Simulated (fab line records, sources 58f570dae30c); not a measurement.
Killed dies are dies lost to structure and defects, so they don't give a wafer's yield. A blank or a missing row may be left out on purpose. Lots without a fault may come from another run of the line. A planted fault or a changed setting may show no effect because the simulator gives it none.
Split-lot experiment | flow berkeley_cmos170 | 5 lots, 23 wafers read, on a route of 331 steps

THE SPLIT
At UCB170_NLDD_PEB_04, the setting peb_temp_c was moved away from the recipe's 130 C on 9 of the 23 wafers read, by -2.2% to +1.5%. The other wafers ran this setting at the recipe's value.

FROM THE SPLIT TO THE READING: what the file shows between them, 1 step
- UCB170_NLDD_DEVELOP_05: develop time 45 s

THE READING
cd_nm, in nm, at UCB170_NLDD_CD_MEAS_06 (target cd 1200 nm). Fault-free wafers of this fab line usually give 1200.5 nm, standard deviation 1.3 nm.

wafer  | tool, chamber at the split | peb_temp_c as run, C | against the recipe | cd_nm, nm | against lot-mates on the recipe
L075.1 | litho_track-03, 0          | 130                  | recipe             | 1202.5    | -
L075.2 | litho_track-03, 0          | 130                  | recipe             | 1200.9    | -
L075.3 | litho_track-03, 0          | 130                  | recipe             | 1201.0    | -
L078.1 | litho_track-04, 0          | 132                  | +1.5%              | 1211.4    | +11.7
L078.3 | litho_track-04, 0          | 130                  | recipe             | 1200.1    | -
L078.4 | litho_track-04, 0          | 130                  | recipe             | 1199.7    | -
L078.5 | litho_track-04, 0          | 130                  | recipe             | 1199.4    | -
L078.6 | litho_track-04, 0          | 132                  | +1.5%              | 1212.6    | +12.9
L079.1 | litho_track-01, 0          | 130                  | recipe             | 1199.6    | -
L079.2 | litho_track-01, 0          | 130                  | recipe             | 1200.1    | -
L079.3 | litho_track-01, 0          | 130                  | recipe             | 1197.6    | -
L079.5 | litho_track-01, 0          | 127.8                | -1.7%              | 1182.8    | -16.3
L079.6 | litho_track-01, 0          | 127.8                | -1.7%              | 1181.1    | -18.0
L081.1 | litho_track-01, 0          | 127.1                | -2.2%              | 1181.3    | -20.1
L081.2 | litho_track-01, 0          | 130                  | recipe             | 1201.2    | -
L081.3 | litho_track-01, 0          | 130                  | recipe             | 1201.3    | -
L081.4 | litho_track-01, 0          | 127.1                | -2.2%              | 1179.5    | -21.9
L081.5 | litho_track-01, 0          | 130                  | recipe             | 1201.7    | -
L085.1 | litho_track-04, 0          | 128                  | -1.5%              | 1186.5    | -14.5
L085.3 | litho_track-04, 0          | 128                  | -1.5%              | 1185.3    | -15.7
L085.4 | litho_track-04, 0          | 130                  | recipe             | 1200.1    | -
L085.5 | litho_track-04, 0          | 130                  | recipe             | 1201.9    | -
L085.6 | litho_track-04, 0          | 128                  | -1.5%              | 1186.0    | -15.0

THE FIT
A straight line over all 23 wafers: cd_nm changes by +9.08 nm for each +1% of peb_temp_c; r = +0.99; the points scatter about the line by 1.6 nm.
The same after taking each lot's own level away (the mean of its wafers on the recipe; 23 wafers): +9.27 nm for each +1%; r = +0.99; scatter 1 nm.
On that fit, the largest move of peb_temp_c shifts the reading by 21 nm.
The lots' own levels span 1199.10 to 1201.47 nm, that is 1.8 times the standard deviation above.
So the lot-to-lot level changes the slope little: the two slopes agree.
Check: with one of the wafers moved furthest among these (-2.2%) left out of the fit, the line predicts -21.3 nm for it against its lot-mates. It came out at -20.1 nm against them.

OTHER SPLITS ON THESE WAFERS
These wafers also went through other splits before the reading. Each is held against what the fit with the lots' levels taken away leaves over:
other split on the same wafers      | wafers away from the commonest value | r with cd_nm (lot level and that fit taken away)
UCB170_ACTIVE_CVD_05 pressure_mtorr | 15                                   | +0.22
UCB170_FIELD_OXIDATION_01 ox_time_s | 18                                   | -0.16
UCB170_PLDD_EXPOSE_03 dose_mj       | 12                                   | +0.43

THE FILE'S OWN FIT
cd_nm changes by +9.37 nm for each +1% of peb_temp_c, r = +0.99.
